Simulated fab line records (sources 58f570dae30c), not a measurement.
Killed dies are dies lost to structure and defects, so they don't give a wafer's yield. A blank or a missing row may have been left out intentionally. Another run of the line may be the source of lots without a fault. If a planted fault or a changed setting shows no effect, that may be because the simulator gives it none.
Split-lot experiment -- flow berkeley cmos170 -- route with 331 steps; 5 lots, 23 wafers read

## SPLIT DETAILS
At UCB170_NWELL_IMPLANT_14, the setting energy kev was moved away from the recipe's 150 on 7 of the 23 wafers read, by -5.2% to +4.8%. All remaining wafers had this setting at the recipe value.

Reading taken at the split's own step.

## THE READING
The simulator's own value implant.drp nm, read by no gauge, in nm at UCB170_NWELL_IMPLANT_14. No usual value for it is given in the file.

wafer,"tool, chamber at the split",energy kev as run,against the recipe,"implant.drp nm, nm",against lot-mates on the recipe
L077.1,"implanter-03, 0",145.8,-2.8%,61.35,-1.37
L077.4,"implanter-03, 0",145.8,-2.8%,61.35,-1.37
L077.6,"implanter-03, 0",145.8,-2.8%,61.35,-1.37
L077.2,"implanter-03, 0",150,recipe,62.72,-
L077.5,"implanter-03, 0",150,recipe,62.72,-
L078.1,"implanter-04, 0",150,recipe,62.72,-
L078.2,"implanter-04, 0",150,recipe,62.72,-
L078.4,"implanter-04, 0",150,recipe,62.72,-
L078.5,"implanter-04, 0",150,recipe,62.72,-
L078.6,"implanter-04, 0",150,recipe,62.72,-
L079.1,"implanter-02, 0",157.2,+4.8%,64.97,+2.25
L079.6,"implanter-02, 0",157.2,+4.8%,64.97,+2.25
L079.3,"implanter-02, 0",150,recipe,62.72,-
L079.4,"implanter-02, 0",150,recipe,62.72,-
L079.5,"implanter-02, 0",150,recipe,62.72,-
L081.1,"implanter-03, 0",142.2,-5.2%,60.15,-2.57
L081.2,"implanter-03, 0",142.2,-5.2%,60.15,-2.57
L081.3,"implanter-03, 0",150,recipe,62.72,-
L081.4,"implanter-03, 0",150,recipe,62.72,-
L081.5,"implanter-03, 0",150,recipe,62.72,-
L085.3,"implanter-04, 0",150,recipe,62.72,-
L085.5,"implanter-04, 0",150,recipe,62.72,-
L085.6,"implanter-04, 0",150,recipe,62.72,-

FIT RESULTS
A straight line over all 23 wafers: implant.drp nm changes by +0.483 nm for each +1% of energy kev; r = +1.00; the points scatter about the line by 0.025 nm.
The same after taking each lot's own level away (the mean of its wafers on the recipe; 23 wafers): +0.483 nm for each +1%; r = +1.00; scatter 0.025 nm.
That fit puts the effect of the largest move of energy kev on the reading at 2.5 nm.
The lots' own levels span 62.720 to 62.720 nm.
Hence the lot-to-lot level has little effect on the slope; both slopes agree.
Check: with one of the wafers moved furthest among these (-5.2%) left out of the fit, the line predicts -2.51 nm for it against its lot-mates. Against them it came out at -2.57 nm.

## THE WHOLE CHAIN: every reading that the file lists as answering this split, in the file's order
step,what it does,reading,change (the file's fit),r (the file's)
UCB170_NWELL_IMPLANT_14,,"implant.rp nm (the simulator's own value, which no gauge read)",+1.97 nm for each +1% of the setting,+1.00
UCB170_NWELL_IMPLANT_14,,"implant.drp nm (the simulator's own value, which no gauge read)",+0.483 nm for each +1% of the setting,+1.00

## FILE'S OWN FIT
implant.drp nm changes by +0.483 nm for each +1% of energy kev, r = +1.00.
